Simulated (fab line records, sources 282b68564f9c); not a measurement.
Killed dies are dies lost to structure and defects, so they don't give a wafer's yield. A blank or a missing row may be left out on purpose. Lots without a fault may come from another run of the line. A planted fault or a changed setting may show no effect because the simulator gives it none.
fab line records | flow rit_cmos
record lots=5 wafers=23
route steps=202 shown ACTIVE@11 FOX2@23 PWELL@40 NRETRO@54 PRETRO@72 GATE@75 M1@202
start_h: hours from the record's first day to the start of the lot's first wafer shown | wait_h: hours since the lot's step before | " the same as in the row above | L1.1+2: a row that stands for several wafers | - no value, or no start given | * or withheld: withheld | < > ~ a bound
route shown NAME@n: a module of which the file shows steps, and the number in the route of the first | usual: mean/standard deviation of fault-free wafers | same: alike in all rows | chamber/n: place in a boat | sites: the reading at each site | _std_site: their standard deviation | _edge_site: outer sites' mean less inner sites' | radius_mm: how far each site lies from the wafer's centre | mask NAME#n: copy n | behind: the tool/chamber that last shaped the wafer | hold: why the lot was held/for how many hours/how that ended | device: the transistor (n, p or np) that didn't switch | end of line: the same wafers' tests at the end of the route | a step without rows: its recipe alone | killed: dies lost to structure and defects at the first sort, not the wafer's yield | map: a wafer's dies, x killed, . not, _ none there
set.NAME: the setting as run; set.NAME@STEP: as run at that earlier step | model.NAME: the simulator's own value behind a step, which no gauge read
lots whose settings were changed on purpose; a table a step, a row a wafer
## steps
# step RIT_ACTIVE_DEVELOP_10
# recipe resist=NOVOLAK develop_time_s=50 dev_temp_c=23
# columns lot.wafer tool chamber start_h wait_h set.develop_time_s
L075.2+4 litho_track-03 0 - - 46.81
L075.3+5+6 " 0 " " 50
L076.1+3+5 litho_track-03 0 - - 54.78
L076.2+4 " 0 " " 50
L078.1+2+4+5+6 litho_track-03 0 - - 50
L083.2+4+6 litho_track-04 0 - - 50
L084.1+2+3+4+5 litho_track-01 0 - - 50
# step RIT_ACTIVE_CD_MEAS_11
# recipe target_cd_nm=1400
# usual cd_nm=1398.9/2.1
# columns lot.wafer tool chamber start_h wait_h set.develop_time_s@ACTIVE_DEVELOP_10 cd_nm
L075.2 cd_sem-02 - 21.29 - 46.81 1409.4
L075.3 " - " " 50 1403.6
L075.4 " - " " 46.81 1410.4
L075.5 " - " " 50 1401.7
L075.6 " - " " 50 1404.7
L076.1 cd_sem-01 - 25.40 - 54.78 1387.9
L076.2 " - " " 50 1399.2
L076.3 " - " " 54.78 1387.8
L076.4 " - " " 50 1399.6
L076.5 " - " " 54.78 1390.7
L078.1 cd_sem-02 - 35.26 - 50 1397.7
L078.2 " - " " 50 1397.0
L078.4 " - " " 50 1400.2
L078.5 " - " " 50 1397.9
L078.6 " - " " 50 1399.8
L083.2 cd_sem-01 - 60.44 - 50 1395.8
L083.4 " - " " 50 1393.9
L083.6 " - " " 50 1394.6
L084.1 cd_sem-02 - 64.56 - 50 1395.7
L084.2 " - " " 50 1400.5
L084.3 " - " " 50 1397.7
L084.4 " - " " 50 1400.4
L084.5 " - " " 50 1398.1
# step RIT_ACTIVE_ETCH_13
# recipe stop_on=SiO2 chemistry=SF6 target=Si3N4 time_s=210 over_etch_frac=0.4 SF6_flow_sccm=200 pressure_mtorr=260 rf_w=125 target_depth_a=2100
# columns lot.wafer tool chamber start_h wait_h set.over_etch_frac
L075.2+3 rie_diel-03 2,0 21.54 0.1 0.3307
L075.4+5+6 " 3,0,1 " " 0.4
L076.1+2+3+4+5 rie_diel-01 1,0,3,2,0 25.67 0.1 0.4
L078.1+4 rie_diel-03 0,1 35.53 0.1 0.4
L078.2+5+6 " 2,0,1 " " 0.4909
L083.2+4+6 rie_diel-01 3,2,2 60.69 0.1 0.4
L084.1+3+4 rie_diel-03 2,0,1 64.83 0.1 0.4
L084.2+5 " 3,0 " " 0.4644
# step RIT_ACTIVE_STRIP_14
# recipe chemistry=O2 time_s=180 resist=NOVOLAK platen_temp_c=withheld power_w=500 pressure_mtorr=4000 o2_flow_sccm=4000
# step RIT_ACTIVE_CD_MEAS_90
# recipe target_cd_nm=1400
# usual cd_nm=1398.8/2.1
# columns lot.wafer tool chamber start_h wait_h set.develop_time_s@ACTIVE_DEVELOP_10 cd_nm
L075.2 cd_sem-01 - 21.87 0.1 46.81 1409.1
L075.3 " - " " 50 1403.6
L075.4 " - " " 46.81 1410.4
L075.5 " - " " 50 1401.9
L075.6 " - " " 50 1404.7
L076.1 cd_sem-02 - 25.98 0.1 54.78 1388.0
L076.2 " - " " 50 1399.5
L076.3 " - " " 54.78 1388.3
L076.4 " - " " 50 1399.9
L076.5 " - " " 54.78 1390.8
L078.1 cd_sem-01 - 35.84 0.1 50 1398.0
L078.2 " - " " 50 1397.2
L078.4 " - " " 50 1399.7
L078.5 " - " " 50 1398.1
L078.6 " - " " 50 1399.7
L083.2 cd_sem-01 - 61.02 0.1 50 1395.3
L083.4 " - " " 50 1394.0
L083.6 " - " " 50 1394.1
L084.1 cd_sem-02 - 65.14 0.1 50 1395.9
L084.2 " - " " 50 1400.3
L084.3 " - " " 50 1397.9
L084.4 " - " " 50 1399.8
L084.5 " - " " 50 1398.2
# step RIT_FOX2_OXIDATION_00
# recipe temp_c=1100 ambient=H2O target_thk_a=3507 p_h2o_torr=720 ox_time_s=1130
# columns lot.wafer tool chamber start_h wait_h set.temp_c model.SiO2_of_FOX2_OXIDATION_00.thk_nm
L075.2 - - - 0.0 1132 407.2
L075.3 " - " " 1132 412
L075.4 " - " " 1132 408
L075.5 " - " " 1132 409.8
L075.6 " - " " 1132 413.7
L076.1 - - - 1.8 1090 339.2
L076.2 " - " " 1090 336.5
L076.3 " - " " 1090 340
L076.4 " - " " 1090 334
L076.5 " - " " 1090 340.3
L078.1 - - - 0.0 1086 327
L078.2 " - " " 1086 329.2
L078.4 " - " " 1086 330.6
L078.5 " - " " 1086 324.5
L078.6 " - " " 1086 326.1
L083.2 furnace-01 0 64.74 0.0 1100 362.1
L083.4 " 0 " " 1100 365
L083.6 " 0 " " 1100 368
L084.1 - - - 0.0 1068 304.3
L084.2 " - " " 1068 312.5
L084.3 " - " " 1068 304.1
L084.4 " - " " 1068 304.6
L084.5 " - " " 1068 302.4
# step RIT_FOX2_THK_MEAS_01
# recipe reads=SiO2_of_FOX2_OXIDATION_00
# usual FOX2_OXIDE_THK=358/5.1
# columns lot.wafer tool chamber start_h wait_h set.temp_c@FOX2_OXIDATION_00 FOX2_OXIDE_THK[nm]
L075.2 film_metro-03 - - - 1132 407
L075.3 " - " " 1132 412
L075.4 " - " " 1132 408
L075.5 " - " " 1132 410
L075.6 " - " " 1132 414
L076.1 film_metro-04 - - - 1090 339
L076.2 " - " " 1090 336
L076.3 " - " " 1090 340
L076.4 " - " " 1090 334
L076.5 " - " " 1090 340
L078.1 film_metro-04 - - - 1086 327
L078.2 " - " " 1086 329
L078.4 " - " " 1086 331
L078.5 " - " " 1086 325
L078.6 " - " " 1086 326
L083.2 film_metro-04 - 66.06 0.0 1100 362
L083.4 " - " " 1100 365
L083.6 " - " " 1100 368
L084.1 film_metro-04 - - - 1068 304
L084.2 " - " " 1068 313
L084.3 " - " " 1068 304
L084.4 " - " " 1068 305
L084.5 " - " " 1068 302
# step RIT_FOX2_CLEAN_02
# recipe chemistry=dHF dilution=50:1 time_s=180
# step RIT_FOX2_WET_ETCH_03
# recipe chemistry=H3PO4 target=Si3N4 target_depth_nm=195 temp_c=165 time_s=2700
# step RIT_FOX2_THK_MEAS_90
# recipe reads=SiO2_of_FOX2_OXIDATION_00
# usual FIELD_OXIDE_LEFT_1_THK=331/5
# columns lot.wafer tool chamber start_h wait_h set.temp_c@FOX2_OXIDATION_00 FIELD_OXIDE_LEFT_1_THK[nm]
L075.2 film_metro-03 - 26.12 0.0 1132 379
L075.3 " - " " 1132 384
L075.4 " - " " 1132 380
L075.5 " - " " 1132 382
L075.6 " - " " 1132 386
L076.1 film_metro-03 - 35.07 0.0 1090 312
L076.2 " - " " 1090 309
L076.3 " - " " 1090 313
L076.4 " - " " 1090 307
L076.5 " - " " 1090 313
L078.1 film_metro-04 - 40.20 0.0 1086 300
L078.2 " - " " 1086 302
L078.4 " - " " 1086 303
L078.5 " - " " 1086 298
L078.6 " - " " 1086 299
L083.2 film_metro-04 - 66.99 0.0 1100 334
L083.4 " - " " 1100 337
L083.6 " - " " 1100 341
L084.1 film_metro-02 - 69.91 0.0 1068 277
L084.2 " - " " 1068 285
L084.3 " - " " 1068 276
L084.4 " - " " 1068 277
L084.5 " - " " 1068 275
# step RIT_PWELL_COAT_01
# recipe resist=NOVOLAK spin_rpm=2000 resist_thk_nm=1300
# columns lot.wafer tool chamber start_h wait_h set.resist_thk_nm model.NOVOLAK_of_PWELL_COAT_01.thk_nm
L075.2 litho_track-04 0 27.90 0.1 1361 1357
L075.3 " 0 " " 1361 1359
L075.4 " 0 " " 1300 1300
L075.5 " 0 " " 1361 1361
L075.6 " 0 " " 1300 1302
L076.1 litho_track-04 0 36.85 0.1 1300 1293
L076.2 " 0 " " 1300 1292
L076.3 " 0 " " 1300 1297
L076.4 " 0 " " 1323 1313
L076.5 " 0 " " 1323 1318
L078.1 litho_track-01 0 42.09 0.1 1240 1236
L078.2 " 0 " " 1300 1296
L078.4+6 " 0 " " 1300 1293
L078.5 " 0 " " 1240 1235
L083.2 litho_track-01 0 69.14 0.1 1300 1300
L083.4 " 0 " " 1300 1302
L083.6 " 0 " " 1300 1307
L084.1 litho_track-01 0 71.79 0.1 1300 1306
L084.2+3 " 0 " " 1300 1304
L084.4 " 0 " " 1300 1301
L084.5 " 0 " " 1300 1299
# step RIT_PWELL_SOFTBAKE_02
# recipe resist=NOVOLAK temp_c=90 time_s=60
# step RIT_PWELL_EXPOSE_03
# recipe mask_id=M3 na=0.57 target_cd_nm=43700 dose_mj=250
# step RIT_PWELL_DEVELOP_05
# recipe resist=NOVOLAK develop_time_s=68 dev_temp_c=23
# step RIT_PWELL_HARDBAKE_07
# recipe resist=NOVOLAK temp_c=140 time_s=120
# columns lot.wafer tool chamber start_h wait_h set.resist_thk_nm@PWELL_COAT_01 model.NOVOLAK_of_PWELL_COAT_01.thk_nm
L075.2 litho_track-02 0 28.81 0.1 1361 1186
L075.3 " 0 " " 1361 1187
L075.4 " 0 " " 1300 1137
L075.5 " 0 " " 1361 1189
L075.6 " 0 " " 1300 1138
L076.1 litho_track-02 0 37.93 0.1 1300 1131
L076.2 " 0 " " 1300 1130
L076.3 " 0 " " 1300 1134
L076.4 " 0 " " 1323 1148
L076.5 " 0 " " 1323 1152
L078.1 litho_track-04 0 42.98 0.0 1240 1082
L078.2 " 0 " " 1300 1133
L078.4+6 " 0 " " 1300 1131
L078.5 " 0 " " 1240 1081
L083.2 litho_track-04 0 69.92 0.1 1300 1136
L083.4 " 0 " " 1300 1139
L083.6 " 0 " " 1300 1143
L084.1 litho_track-02 0 72.56 0.0 1300 1142
L084.2+3 " 0 " " 1300 1140
L084.4 " 0 " " 1300 1138
L084.5 " 0 " " 1300 1136
# step RIT_NRETRO_COAT_01
# recipe resist=NOVOLAK spin_rpm=2000 resist_thk_nm=1300
# columns lot.wafer tool chamber start_h wait_h set.resist_thk_nm model.NOVOLAK_of_NRETRO_COAT_01.thk_nm
L075.2 litho_track-03 0 35.75 0.1 1300 1301
L075.3 " 0 " " 1357 1355
L075.4 " 0 " " 1300 1304
L075.5 " 0 " " 1300 1300
L075.6 " 0 " " 1357 1356
L076.1 litho_track-02 0 44.55 0.1 1249 1251
L076.2 " 0 " " 1300 1298
L076.3 " 0 " " 1300 1299
L076.4 " 0 " " 1249 1256
L076.5 " 0 " " 1300 1302
L078.1 litho_track-01 0 50.28 0.1 1300 1308
L078.2+4 " 0 " " 1300 1303
L078.5+6 " 0 " " 1300 1305
L083.2+4 litho_track-01 0 76.01 0.1 1300 1305
L083.6 " 0 " " 1300 1302
L084.1 litho_track-02 0 79.92 0.1 1300 1299
L084.2 " 0 " " 1342 1342
L084.3 " 0 " " 1300 1302
L084.4 " 0 " " 1342 1343
L084.5 " 0 " " 1342 1344
# step RIT_NRETRO_DEVELOP_05
# recipe resist=NOVOLAK develop_time_s=68 dev_temp_c=23
# columns lot.wafer tool chamber start_h wait_h set.develop_time_s
L075.2+3+4+5+6 litho_track-01 0 - - 68
L076.1+5 litho_track-02 0 - - 62.06
L076.2+3+4 " 0 " " 68
L078.1+4+6 litho_track-01 0 - - 68
L078.2+5 " 0 " " 59.58
L083.2+4+6 litho_track-03 0 - - 68
L084.1+2+4 litho_track-01 0 - - 68
L084.3+5 " 0 " " 72.54
# step RIT_NRETRO_HARDBAKE_07
# recipe resist=NOVOLAK temp_c=140 time_s=120
# columns lot.wafer tool chamber start_h wait_h set.resist_thk_nm@NRETRO_COAT_01 model.NOVOLAK_of_NRETRO_COAT_01.thk_nm
L075.2+5 litho_track-01 0 36.54 0.1 1300 1137
L075.3 " 0 " " 1357 1184
L075.4 " 0 " " 1300 1140
L075.6 " 0 " " 1357 1185
L076.1 litho_track-03 0 45.31 0.0 1249 1094
L076.2+3 " 0 " " 1300 1136
L076.4 " 0 " " 1249 1099
L076.5 " 0 " " 1300 1139
L078.1 litho_track-02 0 51.35 0.2 1300 1144
L078.2 " 0 " " 1300 1140
L078.4 " 0 " " 1300 1139
L078.5+6 " 0 " " 1300 1141
L083.2+4 litho_track-02 0 76.79 0.1 1300 1141
L083.6 " 0 " " 1300 1139
L084.1 litho_track-02 0 80.68 0.0 1300 1136
L084.2 " 0 " " 1342 1173
L084.3 " 0 " " 1300 1139
L084.4 " 0 " " 1342 1174
L084.5 " 0 " " 1342 1175
# step RIT_PRETRO_IMPLANT_08
# recipe species=B energy_kev=45 dose_cm2=1.2e+13 tilt_deg=7
# columns lot.wafer tool chamber start_h wait_h set.dose_cm2
L075.2+3 implanter-03 0 38.32 0.2 1.135e+13
L075.4+5+6 " 0 " " 1.2e+13
L076.1+3+5 implanter-01 0 47.24 0.2 1.2e+13
L076.2+4 " 0 " " 1.153e+13
L078.1+4 implanter-01 0 53.15 0.2 1.2e+13
L078.2+5+6 " 0 " " 1.159e+13
L083.2+4+6 implanter-01 0 78.70 0.2 1.2e+13
L084.1+5 implanter-04 0 82.65 0.2 1.2e+13
L084.2+3+4 " 0 " " 1.116e+13
# step RIT_PRETRO_STRIP_09
# recipe chemistry=O2 time_s=180 resist=NOVOLAK platen_temp_c=withheld power_w=500 pressure_mtorr=4000 o2_flow_sccm=4000
# step RIT_PRETRO_TW_MEAS_10
# usual PRETRO_TW=476/4.3
# columns lot.wafer tool chamber start_h wait_h set.dose_cm2@PRETRO_IMPLANT_08 PRETRO_TW
L075.2 film_metro-03 - 38.63 0.1 1.135e+13 460
L075.3 " - " " 1.135e+13 461
L075.4 " - " " 1.2e+13 467
L075.5 " - " " 1.2e+13 470
L075.6 " - " " 1.2e+13 470
L076.1 film_metro-03 - 47.56 0.1 1.2e+13 470
L076.2 " - " " 1.153e+13 463
L076.3 " - " " 1.2e+13 467
L076.4 " - " " 1.153e+13 463
L076.5 " - " " 1.2e+13 470
L078.1 film_metro-03 - 53.48 0.1 1.2e+13 467
L078.2 " - " " 1.159e+13 466
L078.4 " - " " 1.2e+13 470
L078.5 " - " " 1.159e+13 467
L078.6 " - " " 1.159e+13 467
L083.2 film_metro-04 - 79.01 0.1 1.2e+13 477
L083.4 " - " " 1.2e+13 477
L083.6 " - " " 1.2e+13 479
L084.1 film_metro-04 - 82.98 0.1 1.2e+13 483
L084.2 " - " " 1.116e+13 468
L084.3 " - " " 1.116e+13 467
L084.4 " - " " 1.116e+13 469
L084.5 " - " " 1.2e+13 478
# step RIT_GATE_WET_ETCH_00
# recipe chemistry=BOE target=SiO2 target_depth_nm=56 time_s=60 dry=n2_spin dilution=10:1 temp_c=21.5
# columns lot.wafer tool chamber start_h wait_h set.temp_c@FOX2_OXIDATION_00 model.SiO2_of_FOX2_OXIDATION_00.thk_nm
L075.2 wet_bench-03 0 38.68 0.0 1132 323.9
L075.3 " 0 " " 1132 328.7
L075.4 " 0 " " 1132 324.8
L075.5 " 0 " " 1132 326.1
L075.6 " 0 " " 1132 330.4
L076.1 wet_bench-01 3 47.62 0.1 1090 256.2
L076.2 " 3 " " 1090 253.8
L076.3 " 3 " " 1090 257.2
L076.4 " 3 " " 1090 250.9
L076.5 " 3 " " 1090 257.1
L078.1 wet_bench-01 3 53.54 0.1 1086 242.9
L078.2 " 3 " " 1086 244.9
L078.4 " 3 " " 1086 246.4
L078.5 " 3 " " 1086 240.1
L078.6 " 3 " " 1086 242
L083.2 wet_bench-02 1 79.06 0.0 1100 278
L083.4 " 1 " " 1100 280.9
L083.6 " 1 " " 1100 283.7
L084.1+3 wet_bench-01 1 83.04 0.1 1068 220.6
L084.2 " 1 " " 1068 228.7
L084.4 " 1 " " 1068 220.9
L084.5 " 1 " " 1068 218.6
# step RIT_GATE_CLEAN_04
# recipe chemistry=dHF dilution=50:1 time_s=60 dry=n2_spin
# columns lot.wafer tool chamber start_h wait_h set.time_s
L075.2+3+4+5+6 - - - 0.0 52.25
L076.1+2+3+4+5 - - - 0.0 64.33
L078.1+2+4+5+6 - - - 0.0 51.82
L083.2+4+6 wet_bench-01 2 79.66 0.0 60
L084.1+2+3+4+5 - - - 0.0 51.89
# step RIT_FOX2_THK_MEAS_91
# recipe reads=SiO2_of_FOX2_OXIDATION_00
# usual FIELD_OXIDE_LEFT_2_THK=263/5.1
# columns lot.wafer tool chamber start_h wait_h set.temp_c@FOX2_OXIDATION_00 FIELD_OXIDE_LEFT_2_THK[nm]
L075.2 film_metro-03 - - - 1132 313
L075.3 " - " " 1132 318
L075.4 " - " " 1132 314
L075.5 " - " " 1132 315
L075.6 " - " " 1132 320
L076.1 film_metro-04 - - - 1090 244
L076.2 " - " " 1090 241
L076.3 " - " " 1090 245
L076.4 " - " " 1090 238
L076.5 " - " " 1090 244
L078.1 film_metro-03 - - - 1086 232
L078.2 " - " " 1086 234
L078.4 " - " " 1086 235
L078.5 " - " " 1086 229
L078.6 " - " " 1086 231
L083.2 film_metro-02 - 79.69 0.0 1100 266
L083.4 " - " " 1100 269
L083.6 " - " " 1100 271
L084.1 film_metro-04 - - - 1068 209
L084.2 " - " " 1068 218
L084.3 " - " " 1068 210
L084.4 " - " " 1068 210
L084.5 " - " " 1068 208
# step RIT_GATE_CVD_08
# recipe material=poly-Si target_thk_nm=250 temp_c=610 precursor=SiH4 time_s=2220 pressure_mtorr=300 sih4_flow_sccm=100
# columns lot.wafer tool chamber start_h wait_h set.temp_c model.poly-Si_of_GATE_CVD_08.thk_nm
L075.2 - - - 0.0 597.3 185.1
L075.3 " - " " 597.3 186.7
L075.4 " - " " 597.3 187.5
L075.5 " - " " 597.3 184.8
L075.6 " - " " 597.3 188
L076.1 - - - 0.1 616.4 285.4
L076.2 " - " " 616.4 286.9
L076.3 " - " " 616.4 285.9
L076.4 " - " " 616.4 288.3
L076.5 " - " " 616.4 284.9
L078.1 - - - 0.1 594.6 171.6
L078.2 " - " " 594.6 171
L078.4 " - " " 594.6 174.4
L078.5 " - " " 594.6 172.5
L078.6 " - " " 594.6 172.2
L083.2 lpcvd-01 0 83.90 1.2 610 254.2
L083.4 " 0 " " 610 254
L083.6 " 0 " " 610 252.8
L084.1 - - - 0.1 619 307.8
L084.2 " - " " 619 307.4
L084.3 " - " " 619 307
L084.4 " - " " 619 305.6
L084.5 " - " " 619 306.2
# step RIT_GATE_THK_MEAS_09
# recipe reads=poly-Si_of_GATE_CVD_08
# usual GATE_POLY_THK=249.7/2.5
# columns lot.wafer tool chamber start_h wait_h set.temp_c@GATE_CVD_08 GATE_POLY_THK[nm]
L075.2 film_metro-03 - - - 597.3 185.1
L075.3 " - " " 597.3 186.6
L075.4 " - " " 597.3 187.6
L075.5 " - " " 597.3 184.9
L075.6 " - " " 597.3 188.1
L076.1 film_metro-04 - - - 616.4 285.5
L076.2 " - " " 616.4 286.8
L076.3 " - " " 616.4 285.9
L076.4 " - " " 616.4 288.3
L076.5 " - " " 616.4 284.8
L078.1 film_metro-04 - - - 594.6 171.6
L078.2 " - " " 594.6 170.9
L078.4 " - " " 594.6 174.6
L078.5 " - " " 594.6 172.4
L078.6 " - " " 594.6 172.2
L083.2 film_metro-04 - 85.52 0.0 610 254.3
L083.4 " - " " 610 253.8
L083.6 " - " " 610 252.7
L084.1 film_metro-02 - - - 619 307.7
L084.2 " - " " 619 307.3
L084.3 " - " " 619 307.1
L084.4 " - " " 619 305.6
L084.5 " - " " 619 306.1
# step RIT_GATE_ETCH_19
# recipe chemistry=SF6/CHF3/O2 time_s=165 SF6_flow_sccm=30 CHF3_flow_sccm=30 O2_flow_sccm=5 target=poly-Si pressure_mtorr=40 rf_w=160 target_depth_a=3125 over_etch_frac=0.25 stop_on=SiO2
# usual oes_product_au=0.853/0.0096
# columns lot.wafer tool chamber start_h wait_h set.rf_w set.temp_c@GATE_CVD_08 oes_product_au model.GATE.feature_depth_nm model.etch.depth_nm
L075.2 rie_si-02 2 47.67 0.1 175 597.3 0.708 185.1 185.1
L075.3 " 1 " " 175 597.3 0.700 186.7 -
L075.4 " 0 " " 160 597.3 0.695 187.5 -
L075.5 " 1 " " 160 597.3 0.693 184.8 -
L075.6 " 0 " " 175 597.3 0.698 188 188
L076.1 rie_si-01 2 53.03 0.1 170.5 616.4 0.957 285.4 285.4
L076.2 " 0 " " 160 616.4 0.952 286.9 286.9
L076.3 " 3 " " 160 616.4 0.927 285.9 285.9
L076.4 " 1 " " 170.5 616.4 0.948 288.3 288.3
L076.5 " 0 " " 170.5 616.4 0.940 284.9 284.9
L078.1 rie_si-01 3 60.18 0.1 160 594.6 0.659 171.6 171.6
L078.2 " 1 " " 160 594.6 0.665 171 171
L078.4 " 2 " " 160 594.6 0.680 174.4 174.4
L078.5 " 2 " " 174 594.6 0.671 172.5 172.5
L078.6 " 1 " " 174 594.6 0.663 172.2 172.2
L083.2 rie_si-01 1 86.79 0.1 160 610 0.857 254.2 254.2
L083.4 " 3 " " 160 610 0.849 254 254
L083.6 " 1 " " 160 610 0.852 252.8 252.8
L084.1 rie_si-01 3 88.23 0.1 160 619 0.983 307.8 307.8
L084.2 " 0 " " 160 619 0.998 307.4 -
L084.3 " 1 " " 160 619 0.977 307 307
L084.4 " 2 " " 160 619 0.989 305.6 -
L084.5 " 0 " " 160 619 0.994 306.2 306.2
# step RIT_M1_PROBE_99
# columns lot.wafer tool chamber start_h wait_h set.time_s@GATE_CLEAN_04 model.etest.nldd.rs_ohm_sq
L075.2 prober-01 - 67.57 0.1 52.25 568.7
L075.3 prober-01 - 67.62 0.2 52.25 578.8
L075.5 prober-01 - 67.72 0.2 52.25 586.1
L075.6 prober-01 - 67.77 0.2 52.25 583.2
L076.1 prober-02 - 73.41 0.1 64.33 327.1
L076.2 prober-02 - 73.46 0.1 64.33 332.3
L076.3 prober-02 - 73.51 0.2 64.33 329.6
L076.4 prober-02 - 73.56 0.2 64.33 329.4
L076.5 prober-02 - 73.61 0.2 64.33 328.8
L078.1 prober-02 - 82.59 0.1 51.82 579.8
L078.4 prober-02 - 82.74 0.2 51.82 568.6
L078.5 prober-02 - 82.79 0.2 51.82 571.8
L078.6 prober-02 - 82.84 0.2 51.82 569.1
L083.2 prober-01 - 107.68 0.1 60 374.8
L083.4 prober-01 - 107.78 0.2 60 376.9
L083.6 prober-01 - 107.88 0.2 60 381.8
L084.1 prober-02 - 109.13 0.1 51.89 583.8
L084.2 prober-02 - 109.18 0.1 51.89 580.2
L084.3 prober-02 - 109.23 0.2 51.89 609.5
L084.4 prober-02 - 109.28 0.2 51.89 605.9
L084.5 prober-02 - 109.33 0.2 51.89 595.1
# killed by level:class
L083.2 FOX1:geometric_particle:open=3 REOX:geometric_particle:open=3 GATE:geometric_particle:short=2 GATE:geometric_particle:open=2 SILICIDE:geometric_particle:short=2 FOX1:geometric_particle:short=1 FOX2:geometric_particle:open=1 FOX2:geometric_particle:short=1
L083.4 FOX1:geometric_particle:short=1 GATE:geometric_particle:open=1 GATE:geometric_particle:short=1 REOX:geometric_particle:open=1 SPACER:geometric_particle:short=1
L083.6 FOX2:geometric_particle:short=3 FOX1:geometric_particle:open=1 FOX2:geometric_particle:open=1 GATE:geometric_particle:open=1 GATE:geometric_particle:short=1
## key
split step=RIT_ACTIVE_DEVELOP_10 setting=develop_time_s stated=50 by=wafer
response step=RIT_ACTIVE_CD_MEAS_11 reading=cd_nm change=-1.08 per=1% r=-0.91
response step=RIT_ACTIVE_CD_MEAS_90 reading=cd_nm change=-1.08 per=1% r=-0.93
split step=RIT_ACTIVE_ETCH_13 setting=over_etch_frac stated=0.4 by=wafer
response none clear
split step=RIT_FOX2_OXIDATION_00 setting=temp_c stated=1100 by=lot
response step=RIT_FOX2_OXIDATION_00 reading=model.SiO2_of_FOX2_OXIDATION_00.thk_nm change=+18.5 per=1% r=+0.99
response step=RIT_FOX2_THK_MEAS_01 reading=FOX2_OXIDE_THK change=+18.5 per=1% r=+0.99
response step=RIT_FOX2_THK_MEAS_90 reading=FIELD_OXIDE_LEFT_1_THK change=+18.4 per=1% r=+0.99
response step=RIT_GATE_WET_ETCH_00 reading=model.SiO2_of_FOX2_OXIDATION_00.thk_nm change=+18.6 per=1% r=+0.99
response step=RIT_FOX2_THK_MEAS_91 reading=FIELD_OXIDE_LEFT_2_THK change=+18.6 per=1% r=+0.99
split step=RIT_PWELL_COAT_01 setting=resist_thk_nm stated=1300 by=wafer
response step=RIT_PWELL_COAT_01 reading=model.NOVOLAK_of_PWELL_COAT_01.thk_nm change=+12.5 per=1% r=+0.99
response step=RIT_PWELL_HARDBAKE_07 reading=model.NOVOLAK_of_PWELL_COAT_01.thk_nm change=+10.8 per=1% r=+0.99
split step=RIT_NRETRO_COAT_01 setting=resist_thk_nm stated=1300 by=wafer
response step=RIT_NRETRO_COAT_01 reading=model.NOVOLAK_of_NRETRO_COAT_01.thk_nm change=+12.4 per=1% r=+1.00
response step=RIT_NRETRO_HARDBAKE_07 reading=model.NOVOLAK_of_NRETRO_COAT_01.thk_nm change=+10.7 per=1% r=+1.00
split step=RIT_NRETRO_DEVELOP_05 setting=develop_time_s stated=68 by=wafer
response none clear
split step=RIT_PRETRO_IMPLANT_08 setting=dose_cm2 stated=1.2e+13 by=wafer
response step=RIT_PRETRO_TW_MEAS_10 reading=PRETRO_TW change=+1.54 per=1% r=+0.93
split step=RIT_GATE_CLEAN_04 setting=time_s stated=60 by=lot
response step=RIT_M1_PROBE_99 reading=model.etest.nldd.rs_ohm_sq change=-12.8 per=1% r=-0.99
split step=RIT_GATE_CVD_08 setting=temp_c stated=610 by=lot
response step=RIT_GATE_CVD_08 reading=model.poly-Si_of_GATE_CVD_08.thk_nm change=+32.9 per=1% r=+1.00
response step=RIT_GATE_THK_MEAS_09 reading=GATE_POLY_THK change=+32.9 per=1% r=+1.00
response step=RIT_GATE_ETCH_19 reading=oes_product_au change=+0.0793 per=1% r=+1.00
response step=RIT_GATE_ETCH_19 reading=model.GATE.feature_depth_nm change=+32.9 per=1% r=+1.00
response step=RIT_GATE_ETCH_19 reading=model.etch.depth_nm change=+32.7 per=1% r=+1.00
split step=RIT_GATE_ETCH_19 setting=rf_w stated=160 by=wafer
response none clear
